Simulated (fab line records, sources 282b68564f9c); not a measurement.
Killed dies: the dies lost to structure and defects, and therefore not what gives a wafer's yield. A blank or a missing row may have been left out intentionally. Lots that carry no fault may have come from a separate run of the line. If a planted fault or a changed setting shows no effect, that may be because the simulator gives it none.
Split-lot experiment    flow ritCmos    23 wafers read across 5 lots, on a route 202 steps long

== ON THE SPLIT ==
At RIT_ACTIVE_EXPOSE_08 (exposes mask M1, target cd 1400 nm), the setting doseMj was moved away from the recipe's 225 on 5 of the 23 wafers read, by -7.4% to +5.8%. The other wafers ran this setting at the recipe's value.

== FROM THE SPLIT TO THE READING: what the file shows between them, 6 steps ==
- RIT_ACTIVE_PEB_09
- RIT_ACTIVE_DEVELOP_10: develop time 50 s
- RIT_ACTIVE_CD_MEAS_11: target cd 1400 nm
- RIT_ACTIVE_HARDBAKE_12: time 60 s
- RIT_ACTIVE_ETCH_13: etches Si3N4 in SF6, stops on SiO2, time 210 s, target depth 210 nm
- RIT_ACTIVE_STRIP_14: strips in O2, time 180 s

== THE READING ==
At RIT_ACTIVE_CD_MEAS_90: cdNm in nanometres, against a target cd of 1400 nm. Fault-free wafers of this fab line usually give 1400.0 nm, standard deviation 2.9 nm.

wafer   tool, chamber at the split  doseMj as run  against the recipe  cdNm, nm  against lot-mates on the recipe
L076.1  ilineStepper-02, 0          238            +5.8%               1387.9    -15.6
L076.3  ilineStepper-02, 0          225            recipe              1402.5    -
L076.4  ilineStepper-02, 0          238            +5.8%               1386.0    -17.5
L076.5  ilineStepper-02, 0          225            recipe              1404.5    -
L076.6  ilineStepper-02, 0          238            +5.8%               1386.7    -16.8
L077.1  ilineStepper-02, 0          225            recipe              1396.4    -
L077.2  ilineStepper-02, 0          225            recipe              1398.9    -
L077.3  ilineStepper-02, 0          225            recipe              1397.8    -
L077.5  ilineStepper-02, 0          225            recipe              1399.5    -
L077.6  ilineStepper-02, 0          225            recipe              1398.0    -
L078.1  ilineStepper-01, 0          225            recipe              1400.8    -
L078.2  ilineStepper-01, 0          225            recipe              1402.9    -
L078.3  ilineStepper-01, 0          225            recipe              1402.1    -
L082.2  ilineStepper-01, 0          208.3          -7.4%               1421.0    +20.1
L082.3  ilineStepper-01, 0          225            recipe              1400.8    -
L082.4  ilineStepper-01, 0          225            recipe              1400.2    -
L082.5  ilineStepper-01, 0          225            recipe              1401.7    -
L082.6  ilineStepper-01, 0          208.3          -7.4%               1421.8    +20.9
L084.1  ilineStepper-01, 0          225            recipe              1402.3    -
L084.3  ilineStepper-01, 0          225            recipe              1405.6    -
L084.4  ilineStepper-01, 0          225            recipe              1403.0    -
L084.5  ilineStepper-01, 0          225            recipe              1403.1    -
L084.6  ilineStepper-01, 0          225            recipe              1406.3    -

FIT RESULTS
A straight line over all 23 wafers: cdNm changes by -2.61 nm for each +1% of doseMj; r = -0.96; the points scatter about the line by 2.5 nm.
The same after taking each lot's own level away (the mean of its wafers on the recipe; 23 wafers): -2.82 nm for each +1%; r = -0.99; scatter 1.1 nm.
On that fit, the largest move of doseMj shifts the reading by 21 nm.
From 1398.12 to 1404.06 nm: that is the span of the lots' own levels, equal to 2.0 times the standard deviation above.
The two slopes are in agreement: the lot-to-lot level therefore moves the slope only a little.
Check: with one of the wafers moved furthest among these (-7.4%) left out of the fit, the line predicts +21.2 nm for it against its lot-mates. Against them it came out at +20.1 nm.

== THE WHOLE CHAIN: every reading that the file lists as answering this split, in the file's order ==
step                   what it does                                                         reading                                                       change (the file's fit)               r (the file's)
RIT_ACTIVE_CD_MEAS_11  target cd 1400 nm                                                    cdNm                                                          -2.86 nm for each +1% of the setting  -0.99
RIT_ACTIVE_ETCH_13     etches Si3N4 in SF6, stops on SiO2, time 210 s, target depth 210 nm  ACTIVE.cdNm (the simulator's own value, which no gauge read)  -2.85 nm for each +1% of the setting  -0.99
RIT_ACTIVE_CD_MEAS_90  target cd 1400 nm                                                    cdNm                                                          -2.81 nm for each +1% of the setting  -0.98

== FILE'S OWN FIT ==
cdNm changes by -2.81 nm for each +1% of doseMj, r = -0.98.
